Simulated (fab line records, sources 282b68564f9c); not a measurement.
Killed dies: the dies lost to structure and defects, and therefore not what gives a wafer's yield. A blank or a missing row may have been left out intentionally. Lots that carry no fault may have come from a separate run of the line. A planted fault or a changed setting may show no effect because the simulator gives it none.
What tool caused it? :: flow rit cmos :: at 1 step of a route of 202, 15 lots with 45 wafers sampled

WHAT EACH GAUGE READ, for each wafer
The record lacks any reading of a measuring or inspecting step that a usual standard deviation could be used to judge.

WHAT TOOL EACH LOT RAN ON (gives the tool, then ch and the chambers of the sampled wafers, and finally the start)
lot: L123
RIT_NSD_DEVELOP_05: litho track-03 ch 0, day 3 00:00

lot: L124
RIT_NSD_DEVELOP_05: litho track-03 ch 0, day 3 06:00

lot: L125
RIT_NSD_DEVELOP_05: litho track-02 ch 0, day 3 12:00

lot: L129
RIT_NSD_DEVELOP_05: litho track-04 ch 0, day 4 06:00

lot: L130
RIT_NSD_DEVELOP_05: litho track-04 ch 0, day 4 13:00

lot: L133
RIT_NSD_DEVELOP_05: litho track-03, day 5 01:00

lot: L134
RIT_NSD_DEVELOP_05: litho track-03, day 5 07:00

lot: L135
RIT_NSD_DEVELOP_05: litho track-04, day 5 12:00

lot: L137
RIT_NSD_DEVELOP_05: litho track-04 ch 0, day 5 23:00

lot: L138
RIT_NSD_DEVELOP_05: litho track-03 ch 0, day 6 06:00

lot: L139
RIT_NSD_DEVELOP_05: litho track-02 ch 0, day 6 09:00

lot: L142
RIT_NSD_DEVELOP_05: litho track-03 ch 0, day 6 22:00

lot: L143
RIT_NSD_DEVELOP_05: litho track-04 ch 0, day 7 04:00

lot: L144
RIT_NSD_DEVELOP_05: litho track-03 ch 0, day 7 10:00

lot: L146
RIT_NSD_DEVELOP_05: litho track-04 ch 0, day 7 21:00
- RIT_NSD_DEVELOP_05: develop time 50 s.

WHAT THE TOOLS THEMSELVES READ (means of the sampled wafers that have a number; where no wafer has one, the mark that the record gives instead)
RIT_NSD_DEVELOP_05.
lot: L123
tool: litho track-03
chill plate temp C (C): 23.00

lot: L124
tool: litho track-03
chill plate temp C (C): 22.98

lot: L125
tool: litho track-02
chill plate temp C (C): 23.06

lot: L129
tool: litho track-04
chill plate temp C (C): 22.90

lot: L130
tool: litho track-04
chill plate temp C (C): 23.01

lot: L133
tool: litho track-03
chill plate temp C (C): -

lot: L134
tool: litho track-03
chill plate temp C (C): -

lot: L135
tool: litho track-04
chill plate temp C (C): -

lot: L137
tool: litho track-04
chill plate temp C (C): 23.01

lot: L138
tool: litho track-03
chill plate temp C (C): 22.97

lot: L139
tool: litho track-02
chill plate temp C (C): 23.05

lot: L142
tool: litho track-03
chill plate temp C (C): 23.04

lot: L143
tool: litho track-04
chill plate temp C (C): 22.86

lot: L144
tool: litho track-03
chill plate temp C (C): 22.88

lot: L146
tool: litho track-04
chill plate temp C (C): 23.06

THE ANSWER, worked out from the rows above alone
Rule: the lots themselves supply what counts as usual. Put in order of their means at a reading, lots are off if they are a third of the lots or fewer, leave a main group of 4 or more, and stand apart from it by a gap of 3 or more times the standard deviation of the main group's means; of several such gaps the widest counts. A main group is skipped when, at the precision printed for the reading in the tables above, its means are all equal. Also off: a lot with no number at a reading for which 4 or more lots have one. All remaining lots with rows at the step are treated as sound. First the gauges in route order, then the tools' own readings, where a lot's mean is used as printed above. The first step at which some lot is off is used, and at that step the reading that is off furthest; a lot without a number counts as furthest.
Off at RIT_NSD_DEVELOP_05 (chill plate temp C): L133, L134, L135. Without a number there: L133, L134, L135. The main group: mean 22.98 C, standard deviation 0.067.
A tool fits if, at that step or a process step before it, it ran every lot that is off, and no sound lot after the first of them. Not one of the candidates tried fits.

WHAT THE SIMULATOR PUT IN
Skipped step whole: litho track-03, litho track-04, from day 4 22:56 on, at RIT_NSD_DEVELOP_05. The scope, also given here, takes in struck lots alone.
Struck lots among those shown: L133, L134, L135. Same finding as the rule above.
